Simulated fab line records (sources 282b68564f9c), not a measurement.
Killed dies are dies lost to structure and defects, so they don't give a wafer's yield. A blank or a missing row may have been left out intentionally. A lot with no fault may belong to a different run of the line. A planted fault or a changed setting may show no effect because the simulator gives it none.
Which tool is to blame?	flow rit_cmos	Sampling: 14 lots, 42 wafers, 4 of 202 route steps

## WHAT THE GAUGES SHOWED, per wafer
RIT_PWELL_TW_MEAS_10.
lot	measured	on	PWELL_TW
L419	day 1 23:47	film_metro-02	943 944 943
L420	day 2 04:51	film_metro-04	951 944 951
L423	day 2 21:52	film_metro-03	958 963 959
L425	day 3 06:41	film_metro-04	954 956 958
L426	day 3 10:50	film_metro-03	964 961 960
L427	day 3 18:58	film_metro-02	938 936 942
L428	day 3 22:26	film_metro-04	958 953 956
L430	day 4 07:04	film_metro-02	944 940 938
L431	day 4 12:50	film_metro-02	911 902 907
L433	day 4 21:43	film_metro-02	907 910 910
L435	day 5 13:48	film_metro-03	971 965 967
L439	day 6 06:34	film_metro-02	943 941 938
L440	day 6 10:11	film_metro-03	955 957 951
L442	day 6 21:55	film_metro-02	941 943 940

RIT_WELLDRIVE_RS_MEAS_02: measurement is done with a four-point probe.
lot	measured	on	PWELL_RS (ohm/sq)
L419	day 2 05:36	film_metro-04	430.0 429.6 431.4
L420	day 2 10:08	film_metro-02	431.3 432.0 432.0
L423	day 3 03:07	film_metro-02	430.0 431.1 429.5
L425	day 3 11:57	film_metro-03	429.2 429.2 429.0
L426	day 3 17:13	film_metro-03	427.5 428.1 427.4
L427	day 4 00:19	film_metro-04	428.3 430.1 427.4
L428	day 4 04:45	film_metro-04	427.5 427.8 428.2
L430	day 4 12:20	film_metro-02	429.3 429.2 427.8
L431	day 4 18:06	film_metro-02	461.1 459.6 460.6
L433	day 5 07:27	film_metro-03	463.3 461.7 463.2
L435	day 5 20:02	film_metro-02	429.3 429.0 428.7
L439	day 6 13:28	film_metro-04	427.1 428.3 428.2
L440	day 6 18:23	film_metro-04	427.9 427.8 429.7
L442	day 7 04:03	film_metro-02	431.5 431.5 430.5

RIT_GATE_THK_MEAS_09.
lot	measured	on	GATE_POLY_THK (nm)
L419	day 2 12:59	film_metro-04	252.4 252.0 250.1
L420	day 2 19:35	film_metro-02	253.0 251.7 251.7
L423	day 3 13:46	film_metro-04	253.2 251.9 251.2
L425	day 3 18:49	film_metro-04	245.3 246.0 245.6
L426	day 4 01:13	film_metro-04	249.9 247.3 250.2
L427	day 4 08:08	film_metro-02	249.7 247.7 248.6
L428	day 4 14:08	film_metro-02	252.7 252.8 250.3
L430	day 5 03:54	film_metro-01	246.4 246.4 248.7
L431	day 5 09:29	film_metro-01	251.9 251.2 250.2
L433	day 5 16:22	film_metro-02	246.1 244.3 244.9
L435	day 6 04:18	film_metro-04	250.2 251.9 252.4
L439	day 6 21:23	film_metro-01	248.0 247.0 246.7
L440	day 7 06:20	film_metro-04	250.2 251.3 251.3
L442	day 7 13:57	film_metro-04	249.4 250.6 252.9

## TOOL THAT RAN EACH LOT (tool first, then ch and the chambers of the sampled wafers, then the start)
lot	RIT_PWELL_IMPLANT_08
L419	implanter-02 ch 0, day 1 23:27
L420	implanter-03 ch 0, day 2 04:32
L423	implanter-01 ch 0, day 2 21:32
L425	implanter-01 ch 0, day 3 06:22
L426	implanter-01 ch 0, day 3 10:31
L427	implanter-01 ch 0, day 3 18:40
L428	implanter-03 ch 0, day 3 22:07
L430	implanter-01 ch 0, day 4 06:45
L431	implanter-01 ch 0, day 4 12:31
L433	implanter-01 ch 0, day 4 21:24
L435	implanter-02 ch 0, day 5 13:29
L439	implanter-02 ch 0, day 6 06:15
L440	implanter-02 ch 0, day 6 09:55
L442	implanter-02 ch 0, day 6 21:37
- RIT_PWELL_IMPLANT_08

## AS READ BY THE TOOLS THEMSELVES (means over the sampled wafers that have a number; for cases with no such wafer, the mark the record gives instead)
RIT_PWELL_IMPLANT_08.
lot	tool	dose_ions_cm2
L419	implanter-02	7e+13
L420	implanter-03	7e+13
L423	implanter-01	7e+13
L425	implanter-01	7e+13
L426	implanter-01	7e+13
L427	implanter-01	7e+13
L428	implanter-03	7e+13
L430	implanter-01	7e+13
L431	implanter-01	7e+13
L433	implanter-01	7e+13
L435	implanter-02	7e+13
L439	implanter-02	7e+13
L440	implanter-02	7e+13
L442	implanter-02	7e+13

## THE ANSWER, worked out from the rows above alone
Rule: the lots themselves supply what counts as usual. Put in order of their means at a reading, lots are off if they are a third of the lots or fewer, leave a main group of 4 or more, and stand apart from it by a gap of 3 or more times the standard deviation of the main group's means; of several such gaps the widest counts. A main group whose means are all the same, to the digits that the tables above print for the reading, isn't used. A lot without any number at a reading at which 4 lots or more have one is off too. All remaining lots with rows at the step are treated as sound. The gauges are gone through in route order, then the tools' own readings, and for those a lot's mean is taken as printed above. At the first step where some lot is off, the reading lying furthest off is the one used; lots without a number count as furthest.
Off: at RIT_PWELL_TW_MEAS_10 (PWELL_TW), L431, L433. For the main group the mean is 951 and the standard deviation 9.4.
A tool fits if, at a process step before that reading, it ran every lot that is off, and no sound lot after the first of them. Gauges at RIT_PWELL_TW_MEAS_10: tried the same way as those tools. One fits: RIT_PWELL_IMPLANT_08 on implanter-01. A fault onset in the window from L430 (day 4 06:45, its last sound lot) to L431 (day 4 12:31, its first lot off) fits.

## WHAT THE SIMULATOR HAD PUT IN
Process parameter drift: implanter-01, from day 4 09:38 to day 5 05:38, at RIT_PWELL_IMPLANT_08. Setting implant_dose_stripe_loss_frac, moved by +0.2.
Lots struck among those shown: L431, L433. This agrees with what the rule above found.
